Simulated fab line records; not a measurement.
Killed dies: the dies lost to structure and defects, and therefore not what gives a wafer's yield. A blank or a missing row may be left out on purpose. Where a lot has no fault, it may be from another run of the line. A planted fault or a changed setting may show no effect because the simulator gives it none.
One fault through the eyes of 2 desks + flow berkeley-cmos170 + each desk holds nothing but its own numbers, with what lay behind them at the end

## FROM THE METROLOGY DESK
Lot by lot, what the gauges showed, no matter which tool ran the lot: averages of those sampled wafers that carry a number. If a lot's mean is further than 4 standard deviations from the usual mean, the lot is out of limits and carries the mark OUT (the distance appears in the brackets).
Columns: A = PWELL_OVL at UCB170_PWELL_OVL_MEAS_13, usual 1 nm; B = NVT_TW at UCB170_NVT_TW_MEAS_09, usual 520
| lot  | first seen here | A  | B   |
|------|-----------------|----|-----|
| L214 | day 3 10:25     | 0  | 513 |
| L213 | day 3 10:41     | -1 | 525 |
| L216 | day 3 19:29     | -0 | 528 |
| L218 | day 4 05:55     | -5 | 519 |
| L220 | day 5 05:29     | -1 | 517 |
| L221 | day 5 05:46     | -3 | 524 |
| L222 | day 5 06:03     | 4  | 518 |
| L223 | day 5 14:25     | 4  | 518 |
| L229 | day 6 19:46     | -5 | 522 |
| L228 | day 6 20:28     | -1 | 526 |
| L230 | day 6 20:31     | -0 | 515 |
| L233 | day 7 15:00     | 0  | 518 |
| L235 | day 7 22:40     | -3 | 517 |
| L236 | day 8 05:56     | 2  | 527 |
This desk's verdict: no lot among the 14 shows anything out of limits.

## TOOL OWNER'S DESK, litho-track-01
The tool's own readings at UCB170_PVT_COAT_01 (resist thk 900 nm): means of the sampled wafers that have a number, for each lot that ran on this tool. If a lot's mean is further than 4 standard deviations from the usual mean, the lot is out of limits and carries the mark OUT (the distance appears in the brackets).
Columns: A = spin-speed-rpm at UCB170_PVT_COAT_01, usual 1499.8 rpm
| lot  | first seen here | A                |
|------|-----------------|------------------|
| L213 | day 6 19:12     | 1499.2           |
| L216 | day 7 01:50     | 1499.2           |
| L222 | day 8 13:51     | 1498.7           |
| L220 | day 8 14:21     | 1500.0           |
| L223 | day 8 21:30     | 1500.0           |
| L229 | day 10 03:20    | 1581.8 (+84) OUT |
| L233 | day 11 00:55    | 1581.6 (+83) OUT |
This desk finds L229, L233 out of limits, L229 being first, at day 10 03:20 (spin-speed-rpm at UCB170_PVT_COAT_01). L213, L216, L222, L220, L223: within limits.

## ALL TOGETHER
An alarm could have come from the tool owner's desk at day 10 03:20, on L229, L233.
At the metrology desk, nothing out of limits was observed.
The metrology desk has L229, L233 on record, within its limits.
Every lot named ran UCB170_PVT_COAT_01 on litho-track-01.

## WHAT WAS PUT IN BY THE SIMULATOR
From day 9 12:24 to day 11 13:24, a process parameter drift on litho-track-01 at UCB170_PVT_COAT_01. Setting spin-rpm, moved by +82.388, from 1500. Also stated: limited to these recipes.
Shown lots that were struck: L229, L233.
Each desk's first reading out of limits, in hours after the fault started: the tool owner's desk, 15.
